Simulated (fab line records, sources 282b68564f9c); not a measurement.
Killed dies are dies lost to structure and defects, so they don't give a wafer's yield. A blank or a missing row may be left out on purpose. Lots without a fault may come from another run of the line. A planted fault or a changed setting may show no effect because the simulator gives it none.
A struck lot beside a sound one | flow rit_cmos | 15 steps out of a route of 202
Sound: wafers L807.1, L807.2, L807.4. Struck: wafers L814.1, L814.4, L814.5. The cause comes at the end.
At each step with rows: each side's tool, then ch and its chambers, then its first start. Under that, the readings that differ: sound wafers | struck wafers | difference of the means | sigmas: that difference in standard deviations of wafers without a fault.
alike: readings whose means differ by less than 2 such deviations, and words and numbers that are the same on both sides. not compared: withheld readings, readings that some wafer has no value for, bounds like >300 that may hide the same value, and numbers for which the record gives no deviation and whose values overlap.
The two part at a step that has a row with sigmas, a row that says differs or no value, or rows on one side only. Numbers that don't overlap but have no deviation are shown without sigmas and don't part them. A reading that every wafer of one side lacks parts them only if that side has two wafers or more.

RIT_M1_SPUTTER_00: material Al, target thk 400 nm, time 500 s.
  sound on pvd_sputter-04, day 4 18:20; struck on pvd_sputter-02, day 6 02:04
  alike: throttle_valve_pct
RIT_M1_RS_MEAS_01: measures by four-point-probe.
  sound on film_metro-01, day 4 18:38; struck on film_metro-02, day 6 02:22
  reading           | sound                | struck               | difference | sigmas
  M1_AL_RS (ohm/sq) | 0.0732 0.0721 0.0735 | 0.0749 0.0746 0.0748 | +0.0018    | +2
RIT_M1_THK_MEAS_02: measures by xrf.
  sound on film_metro-01, day 4 18:45; struck on film_metro-02, day 6 02:29
  reading        | sound       | struck      | difference | sigmas
  M1_AL_THK (nm) | 402 407 400 | 392 396 393 | -9         | -2
then, 6 steps without rows for these wafers: RIT_M1_HMDS_03 (prime time 60 s); RIT_M1_COAT_04 (resist thk 1300 nm); RIT_M1_SOFTBAKE_05 (time 60 s); RIT_M1_EXPOSE_06 (exposes mask M12, target cd 2600 nm); RIT_M1_PEB_07; RIT_M1_DEVELOP_08 (develop time 68 s).
RIT_M1_CD_MEAS_09: target cd 2600 nm.
  sound on cd_sem-01, day 4 19:41; struck on cd_sem-01, day 6 03:26
  alike: cd_nm
RIT_M1_OVL_MEAS_10:
  sound on overlay-02, day 4 19:49; struck on overlay-02, day 6 03:34
  alike: M1_OVL
then, 1 step without rows for these wafers: RIT_M1_HARDBAKE_11 (time 120 s).
RIT_M1_METAL_ETCH_12: etches Al in Cl2/BCl3, stops on SiO2, time 165 s, target depth 600 nm.
  sound on rie_metal-02 ch 0,1, day 4 20:06; struck on rie_metal-01 ch 1, day 6 03:51
  reading                                 | sound             | struck            | difference | sigmas
  rf_fwd_power_W (W)                      | 248.3 250.3 248.8 | 279.3 278.4 279.2 | +29.8      | +36
  model.NOVOLAK_of_M1_COAT_04.thk_nm (nm) | 814 819.6 820.6   | 764.2 769.3 767.6 | -51.0      |
  alike: drypump_motor_current_A, oes_product_au, throttle_valve_pct
  not compared: rf_hours_counter_h
then, 1 step without rows for these wafers: RIT_M1_STRIP_13 (strips in nmp, time 600 s).
RIT_M1_PROBE_99:
  sound on prober-01, day 4 22:22; struck on prober-01, day 6 06:16
  reading                               | sound                      | struck                     | difference | sigmas
  model.etest.antenna_m1.vt_shift_v (V) | -0.01348 -0.01221 -0.01238 | -0.02098 -0.02083 -0.02115 | -0.00830   |
  alike: defect_limited_yield, killed_at_front_end, killed_dies, killed_open, killed_short, sort_bin_3_pad_short, sort_bin_5_function, sort_bin_6_memory, sort_n_pass, sort_yield_pct

WHERE THEY PART
First at RIT_M1_RS_MEAS_01; last, within this record, at RIT_M1_METAL_ETCH_12. Later steps at which nothing parts them and some readings are alike: RIT_M1_PROBE_99.

WHY: what the simulator had put in
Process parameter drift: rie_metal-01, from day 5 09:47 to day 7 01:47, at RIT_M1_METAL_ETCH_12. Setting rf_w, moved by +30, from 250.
